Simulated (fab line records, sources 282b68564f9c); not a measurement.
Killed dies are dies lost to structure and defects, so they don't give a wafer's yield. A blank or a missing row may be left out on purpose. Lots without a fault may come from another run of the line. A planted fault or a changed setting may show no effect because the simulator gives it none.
Which tool did it? | flow rit_cmos | 14 lots, 42 wafers sampled, at 2 steps of a route of 202

WHAT THE GAUGES READ, wafer by wafer
RIT_GATE_THK_MEAS_09.
lot  | measured    | on            | GATE_POLY_THK (nm)
L139 | day 2 14:59 | film_metro-01 | 249.4 251.1 251.6
L140 | day 2 17:46 | film_metro-01 | 253.3 252.9 251.1
L141 | day 3 02:50 | film_metro-01 | 252.1 252.4 250.1
L142 | day 3 04:14 | film_metro-02 | 255.6 255.4 255.2
L143 | day 3 11:56 | film_metro-02 | 249.6 248.6 251.2
L144 | day 3 16:56 | film_metro-01 | 250.2 250.1 251.7
L145 | day 3 23:22 | film_metro-03 | 250.0 250.7 250.7
L146 | day 4 04:22 | film_metro-02 | 250.9 250.4 249.8
L147 | day 4 12:17 | film_metro-03 | 255.1 256.3 254.0
L148 | day 4 15:16 | film_metro-01 | 254.7 254.3 254.7
L149 | day 4 16:53 | film_metro-03 | 247.4 248.6 248.8
L154 | day 5 18:33 | film_metro-02 | 358.4 362.0 359.9
L157 | day 6 10:09 | film_metro-02 | 352.8 353.9 353.0
L159 | day 6 21:52 | film_metro-03 | 246.9 246.6 247.9

WHICH TOOL RAN EACH LOT (tool, then ch and the chambers of the sampled wafers, then the start)
lot  | RIT_GATE_CVD_08
L139 | lpcvd-02 ch 0, day 2 13:22
L140 | lpcvd-02 ch 0, day 2 16:08
L141 | lpcvd-01 ch 1, day 3 01:11
L142 | lpcvd-02 ch 0, day 3 02:37
L143 | lpcvd-01 ch 0, day 3 10:19
L144 | lpcvd-02 ch 1, day 3 15:17
L145 | lpcvd-01 ch 0, day 3 21:45
L146 | lpcvd-02 ch 0, day 4 02:45
L147 | lpcvd-01 ch 1, day 4 10:38
L148 | lpcvd-01 ch 0, day 4 12:50
L149 | lpcvd-01 ch 0, day 4 15:15
L154 | lpcvd-02 ch 0, day 5 16:56
L157 | lpcvd-02 ch 0, day 6 08:32
L159 | lpcvd-01 ch 0, day 6 20:14
- RIT_GATE_CVD_08: deposits poly-Si from SiH4, target thk 250 nm, time 2220 s.

WHAT THE TOOLS THEMSELVES READ (means of the sampled wafers that have a number; where no wafer has one, the mark that the record gives instead)
RIT_GATE_CVD_08.
lot  | tool     | spike_tc_centre_C (C) | spike_tc_load_C (C) | spike_tc_source_C (C) | susceptor_temp_C (C) | zone_power_centre_pct (%)
L139 | lpcvd-02 | 613.5                 | 631.2               | 630.7                 | 610.0                | 27.6
L140 | lpcvd-02 | 613.2                 | 630.8               | 630.7                 | 610.6                | 27.3
L141 | lpcvd-01 | 613.8                 | 634.4               | 630.6                 | 610.0                | 23.3
L142 | lpcvd-02 | 612.8                 | 631.2               | 630.2                 | 609.9                | 27.3
L143 | lpcvd-01 | 613.3                 | 629.3               | 631.5                 | 610.3                | 28.3
L144 | lpcvd-02 | 614.2                 | 632.2               | 626.0                 | 610.0                | 21.9
L145 | lpcvd-01 | 613.3                 | 628.7               | 630.8                 | 609.6                | 28.3
L146 | lpcvd-02 | 612.2                 | 630.6               | 632.5                 | 609.6                | 27.3
L147 | lpcvd-01 | 612.6                 | 634.0               | 630.6                 | 609.9                | 23.5
L148 | lpcvd-01 | 613.0                 | 629.8               | 631.4                 | 610.0                | 28.3
L149 | lpcvd-01 | 612.6                 | 629.9               | 630.9                 | 609.8                | 28.4
L154 | lpcvd-02 | 626.7                 | 645.9               | 645.6                 | 625.3                | 27.9
L157 | lpcvd-02 | 627.1                 | 646.6               | 647.0                 | 625.0                | 28.2
L159 | lpcvd-01 | 612.7                 | 629.9               | 631.2                 | 609.9                | 28.5

THE ANSWER, worked out from the rows above alone
Rule: what is usual is taken from the lots themselves. Put in order of their means at a reading, lots are off if they are a third of the lots or fewer, leave a main group of 4 or more, and stand apart from it by a gap of 3 or more times the standard deviation of the main group's means; of several such gaps the widest counts. A main group whose means are all the same, to the digits that the tables above print for the reading, isn't used. A lot without any number at a reading at which 4 lots or more have one is off too. The other lots that the step has rows for count as sound. The gauges are gone through in route order, then the tools' own readings, and for those a lot's mean is taken as printed above. The first step at which some lot is off is used, and at that step the reading that is off furthest; a lot without a number counts as furthest.
Off: L154, L157, at RIT_GATE_THK_MEAS_09 (GATE_POLY_THK). The main group: mean 251.4 nm, standard deviation 2.5.
A tool fits if, at a process step before that reading, it ran every lot that is off, and no sound lot after the first of them. The gauges at RIT_GATE_THK_MEAS_09 aren't tried: what is off there is off at RIT_GATE_CVD_08 too, on other tools, and a gauge's error can't cause that. One fits: lpcvd-02 at RIT_GATE_CVD_08. Its last sound lot is L146 (day 4 02:45), its first lot that is off L154 (day 5 16:56): a fault that began between those two fits.
The tool's own readings at RIT_GATE_CVD_08 bear it out: on the lots that are off they differ by more than 5 times the standard deviation of the sound lots' means. spike_tc_centre_C reads 626.9 C there against 613.1 C on the sound lots; spike_tc_load_C reads 646.2 C there against 631.0 C on the sound lots; spike_tc_source_C reads 646.3 C there against 630.6 C on the sound lots; susceptor_temp_C reads 625.1 C there against 610.0 C on the sound lots.

WHAT THE SIMULATOR HAD PUT IN
Process parameter drift: lpcvd-02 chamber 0, from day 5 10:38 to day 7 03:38, at RIT_GATE_CVD_08. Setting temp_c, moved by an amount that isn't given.
Lots struck among those shown: L154, L157. The rule above found the same.
